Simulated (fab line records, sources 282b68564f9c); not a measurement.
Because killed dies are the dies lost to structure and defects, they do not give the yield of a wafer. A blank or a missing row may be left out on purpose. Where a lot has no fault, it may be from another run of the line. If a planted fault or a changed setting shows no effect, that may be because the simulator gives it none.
Which tool was responsible? ; flow rit_cmos ; Sampling: 14 lots, 42 wafers, 4 of 202 route steps

## WHAT THE GAUGES READ, wafer by wafer
RIT_NSD_OVL_MEAS_06.
lot;measured;on;NSD_OVL (nm)
L137;day 3 03:54;overlay-01;2.4 2.9 0.8
L138;day 3 09:31;overlay-01;3.6 2.9 3.1
L139;day 3 19:44;overlay-02;-0.3 0.3 -0.5
L141;day 4 04:50;overlay-02;0.7 1.0 0.1
L143;day 4 16:35;overlay-02;-1.1 -1.0 -0.8
L144;day 4 22:32;overlay-02;-1.6 1.6 -0.1
L145;day 5 01:25;overlay-02;-0.9 -1.9 -0.9
L148;day 5 11:50;overlay-01;2.1 1.0 2.0
L149;day 5 16:52;overlay-02;4.3 2.6 4.2
L150;day 5 20:56;overlay-02;0.6 0.4 1.9
L153;day 6 09:54;overlay-01;0.1 0.7 1.2
L155;day 6 22:12;overlay-01;-0.7 -1.8 -1.9
L157;day 7 07:36;overlay-02;0.7 0.5 0.1
L159;day 7 14:49;overlay-02;0.6 1.6 0.1

RIT_PSD_OVL_MEAS_06.
lot;measured;on;PSD_OVL (nm)
L137;day 3 05:27;overlay-02;1.3 1.6 0.5
L138;day 3 10:56;overlay-02;1.9 0.3 1.8
L139;day 3 21:10;overlay-02;-1.9 -2.5 -2.0
L141;day 4 06:15;overlay-01;0.9 0.9 1.2
L143;day 4 18:00;overlay-02;-1.0 -0.7 -2.0
L144;day 5 00:05;overlay-01;1.7 -0.4 -1.4
L145;day 5 02:50;overlay-01;-0.8 0.1 1.5
L148;day 5 13:15;overlay-02;1.4 0.3 1.1
L149;day 5 18:17;overlay-02;-0.8 -1.6 -0.2
L150;day 5 22:29;overlay-01;0.8 1.6 1.2
L153;day 6 11:29;overlay-01;-0.4 1.0 -0.2
L155;day 6 23:44;overlay-02;2.0 1.2 -0.4
L157;day 7 09:08;overlay-02;-1.6 -2.2 -0.9
L159;day 7 16:14;overlay-01;-0.2 0.8 2.7

RIT_CONTACT_OVL_MEAS_09.
lot;measured;on;CONTACT_OVL (nm)
L137;day 3 08:47;overlay-01;-0.7 -0.5 -1.0
L138;day 3 14:25;overlay-01;0.7 -0.1 -1.8
L139;day 4 00:25;overlay-01;0.7 -0.2 -0.9
L141;day 4 09:40;overlay-01;-1.5 -0.9 1.0
L143;day 4 21:11;overlay-02;-0.3 -0.2 0.4
L144;day 5 03:23;overlay-01;0.7 0.9 1.5
L145;day 5 06:09;overlay-01;-0.1 -1.1 -0.1
L148;day 5 16:38;overlay-02;-0.8 -0.2 -0.7
L149;day 5 21:37;overlay-01;-0.2 -0.2 1.1
L150;day 6 01:49;overlay-01;2.0 1.6 -0.2
L153;day 6 14:56;overlay-01;-0.1 1.1 -0.2
L155;day 7 03:23;overlay-02;0.1 0.6 -0.9
L157;day 7 12:38;overlay-01;1.3 0.6 2.9
L159;day 7 19:37;overlay-02;-2.2 -0.5 -0.5

## WHAT TOOL EACH LOT RAN ON (gives the tool, then ch and the chambers of the sampled wafers, and finally the start)
lot;RIT_SPACER_CVD_03
L137;lpcvd-02 ch 0, day 3 00:54
L138;lpcvd-01 ch 1, day 3 06:32
L139;lpcvd-02 ch 1, day 3 16:38
L141;lpcvd-01 ch 1, day 4 01:51
L143;lpcvd-02 ch 1, day 4 13:29
L144;lpcvd-01 ch 0, day 4 18:28
L145;lpcvd-01 ch 1, day 4 21:21
L148;lpcvd-02 ch 1, day 5 08:43
L149;lpcvd-02 ch 0, day 5 13:45
L150;lpcvd-02 ch 0, day 5 17:56
L153;lpcvd-01 ch 1, day 6 06:55
L155;lpcvd-01 ch 0, day 6 19:13
L157;lpcvd-01 ch 0, day 7 04:37
L159;lpcvd-01 ch 1, day 7 11:50
- RIT_SPACER_CVD_03: deposits Si3N4 from SiH2Cl2/NH3, target thk 250 nm, time 3300 s.

## AS READ BY THE TOOLS THEMSELVES (means over the sampled wafers that have a number; for cases with no such wafer, the mark the record gives instead)
The record holds no such reading with a usual standard deviation.

## THE ANSWER, worked out from the rows above alone
Rule: the lots themselves supply what counts as usual. The widest of any qualifying gaps counts: lots, ordered by their means at a reading, are off when they make up no more than a third of the lots, leave a main group of 4 or more, and stand apart from it by 3 or more times the standard deviation of that group's means. If all means in a main group match to the digits the tables above print for the reading, that group is not used. Also off: a lot with no number at a reading for which 4 or more lots have one. All remaining lots with rows at the step are treated as sound. Order of review: gauges by route order, followed by the tools' own readings, for which a lot's mean as printed above is used. At the first step where some lot is off, the reading lying furthest off is the one used; lots without a number count as furthest.
None of the lots is off at any reading shown; this tells nothing.

## WHAT WAS PUT IN BY THE SIMULATOR
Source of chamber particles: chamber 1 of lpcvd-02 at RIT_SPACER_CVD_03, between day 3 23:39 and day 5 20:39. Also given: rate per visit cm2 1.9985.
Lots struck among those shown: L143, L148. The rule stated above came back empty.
